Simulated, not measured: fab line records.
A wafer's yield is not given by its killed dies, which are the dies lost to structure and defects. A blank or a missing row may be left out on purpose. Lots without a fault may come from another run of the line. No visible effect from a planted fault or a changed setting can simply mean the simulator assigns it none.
Which tool was responsible?	flow berkeley-cmos170	Sampling: 7 lots, 21 wafers, 2 of 331 route steps

WHAT THE GAUGES SHOWED, per wafer
UCB170_GATE_THK_MEAS_05.
lot	measured	on	GATE_POLY_THK (nm)
L167	day 7 18:24	film-metro-01	213.3 213.5 211.5
L169	day 7 18:28	film-metro-04	212.4 213.9 213.1
L172	day 8 17:32	film-metro-02	224.4 225.2 223.4
L181	day 10 02:46	film-metro-02	211.4 211.6 211.6
L183	day 10 20:00	film-metro-04	210.5 211.3 210.9
L185	day 11 06:47	film-metro-01	210.9 210.6 209.7
L188	day 12 02:04	film-metro-02	215.0 212.8 214.6

WHICH TOOL RAN EACH LOT (tool, then ch and the chambers of the sampled wafers, then the start)
lot	UCB170_GATE_CVD_04
L167	lpcvd-02 ch 1, day 7 17:00
L169	lpcvd-02 ch 1, day 7 17:00
L172	lpcvd-02 ch 1, day 8 16:08
L181	lpcvd-01 ch 0, day 10 00:38
L183	lpcvd-01 ch 1, day 10 18:36
L185	lpcvd-01 ch 1, day 11 05:19
L188	lpcvd-01 ch 0, day 12 00:38
- UCB170_GATE_CVD_04: deposits poly-Si from SiH4, time 1440 s, target thk 214 nm.

THE ANSWER, worked out from the rows above alone
Rule: the lots themselves supply what counts as usual. The widest of any qualifying gaps counts: lots, ordered by their means at a reading, are off when they make up no more than a third of the lots, leave a main group of 4 or more, and stand apart from it by 3 or more times the standard deviation of that group's means. A main group whose means are all the same, to the digits that the tables above print for the reading, isn't used. Also off: a lot with no number at a reading for which 4 or more lots have one. Any other lot the step has rows for is counted as sound.
Off: at UCB170_GATE_THK_MEAS_05 (GATE_POLY_THK), L172. The main group: mean 212.1 nm, standard deviation 1.3.
A tool fits if, at a process step before that reading, it ran every lot that is off, and no sound lot after the first of them. Gauges at UCB170_GATE_THK_MEAS_05: tried the same way as those tools. One candidate fits, namely lpcvd-02 at UCB170_GATE_CVD_04. A fault onset in the window from L167 (day 7 17:00, its last sound lot) to L172 (day 8 16:08, its first lot off) fits.

WHAT THE SIMULATOR HAD PUT IN
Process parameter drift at UCB170_GATE_CVD_04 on lpcvd-02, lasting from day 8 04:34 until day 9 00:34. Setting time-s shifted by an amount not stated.
Struck lots among those shown: L172. This agrees with what the rule above found.
